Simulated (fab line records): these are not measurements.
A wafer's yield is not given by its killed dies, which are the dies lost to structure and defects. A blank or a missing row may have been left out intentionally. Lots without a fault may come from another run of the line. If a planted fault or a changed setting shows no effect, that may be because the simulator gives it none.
Problem report, 8D (eight disciplines) form, completed by code + flow berkeley-cmos170 + the parts of the form that need people (team, actions taken, sign-off) are left out

== 1. PROBLEM STATEMENT ==
Mean M1_AL_RS at UCB170_M1_RS_MEAS_01: 0.0427 ohm/sq over 2 wafers in 2 lots; fault-free wafers: 0.0486 ohm/sq, standard deviation 0.00075. That is -7.9 standard deviations from the usual mean.
The step: measures by four-point-probe.
Earliest sighting: wafer L455.1 on film-metro-02 at day 10 13:14. At this step, 39 wafers from 13 lots have a number in the record. Rule for "out" (also "out of limits"): further than 4 standard deviations from the usual mean. Any other wafer with a number is counted as sound.

== 2. WHAT IT IS, WHAT IT ISN'T ==
| question                    | is                           | is not                                                                                       |
|-----------------------------|------------------------------|----------------------------------------------------------------------------------------------|
| which readings at this step | M1_AL_RS                     | -                                                                                            |
| which lots                  | L455, L458                   | L443, L444, L445, L446, L447, L448, L449, L459, L462, L464, L465                             |
| which wafers of those lots  | L455.1, L458.3               | L455.3, L455.4, L458.2, L458.4                                                               |
| read on which gauges        | film-metro-01, film-metro-02 | film-metro-03                                                                                |
| when                        | from day 10 13:14            | up to then (23 sound wafers); but 14 sound wafers of L458, L459, L462, L464, L465 came after |

== 3. WHAT RULES OUT EACH SUSPECT ==
Counting: if a tool at a process step up to the reading ran every lot that is out, it stays a suspect. Sound lots after the first of them don't rule it out here, since some wafers of a struck lot are sound.
- the gauge at UCB170_M1_RS_MEAS_01 has been ruled out. Those wafers that are out were read across 2 gauges (film-metro-01, film-metro-02).
- pvd-sputter-04 at UCB170_M1_SPUTTER_00 (material Al, target thk 600 nm, time 80 s): kept. Every lot that is out went through it, the first being L455 (day 10 13:10); the last sound lot it ran before that was L445 (day 8 20:18).
After counting, what remains is pvd-sputter-04 at UCB170_M1_SPUTTER_00.

== 4. THE CAUSE (what the simulator had put in) ==
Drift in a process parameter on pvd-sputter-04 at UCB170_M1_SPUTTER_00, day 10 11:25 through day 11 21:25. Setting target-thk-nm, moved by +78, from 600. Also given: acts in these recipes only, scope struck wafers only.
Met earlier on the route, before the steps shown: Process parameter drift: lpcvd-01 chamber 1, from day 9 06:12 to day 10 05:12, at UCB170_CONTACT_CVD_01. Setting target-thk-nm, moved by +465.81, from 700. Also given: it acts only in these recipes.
Counting left only this tool.

== 5. THE CHAIN OF EFFECTS, in route order ==
Each row: a reading where the mean over the struck wafers with a number is more than 3 standard deviations away from the usual. Only readings whose record carries a usual standard deviation are examined. hours: median over the lots of the time between each lot's start at the first step of this table that gives one and its start at this step. sigmas: the change, counted in usual standard deviations.
| hours | step                    | reading        | usual         | on struck wafers | change  | sigmas |
|-------|-------------------------|----------------|---------------|------------------|---------|--------|
| 0     | UCB170_M1_RS_MEAS_01    | M1_AL_RS       | 0.0486 ohm/sq | 0.0427           | -0.0059 | -7.9   |
| 0     | UCB170_M1_THK_MEAS_02   | M1_AL_THK      | 614 nm        | 695              | +81     | +7.4   |
| 2     | UCB170_M1_METAL_ETCH_12 | oes-product-au | 0.848 a.u.    | 0.907            | +0.059  | +4.6   |
The process steps in it:
- UCB170_M1_METAL_ETCH_12: etches Al in Cl2/BCl3, stops on PSG, target depth 780 nm, time 130 s.
Later steps that measure or inspect, where all struck wafers having a row at the step show a number for every such reading and not one has moved that far: UCB170_M1_CD_MEAS_09, UCB170_V1_THK_MEAS_01.

== 6. WHAT WOULD HAVE CAUGHT IT SOONER ==
2 hours passed between the start of the fault at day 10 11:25 and the first reading out of limits at a measuring or inspecting step in this record, taken at day 10 13:14.
Tool readings at UCB170_M1_SPUTTER_00 with a usual standard deviation given in the record: none out on any struck wafer, hence no alarm at a limit of 4 standard deviations on them.
Lots out: 2; of these, L458 started UCB170_M1_SPUTTER_00 on pvd-sputter-04 after day 10 13:14. It would have been spared by a hold on the tool at that moment.
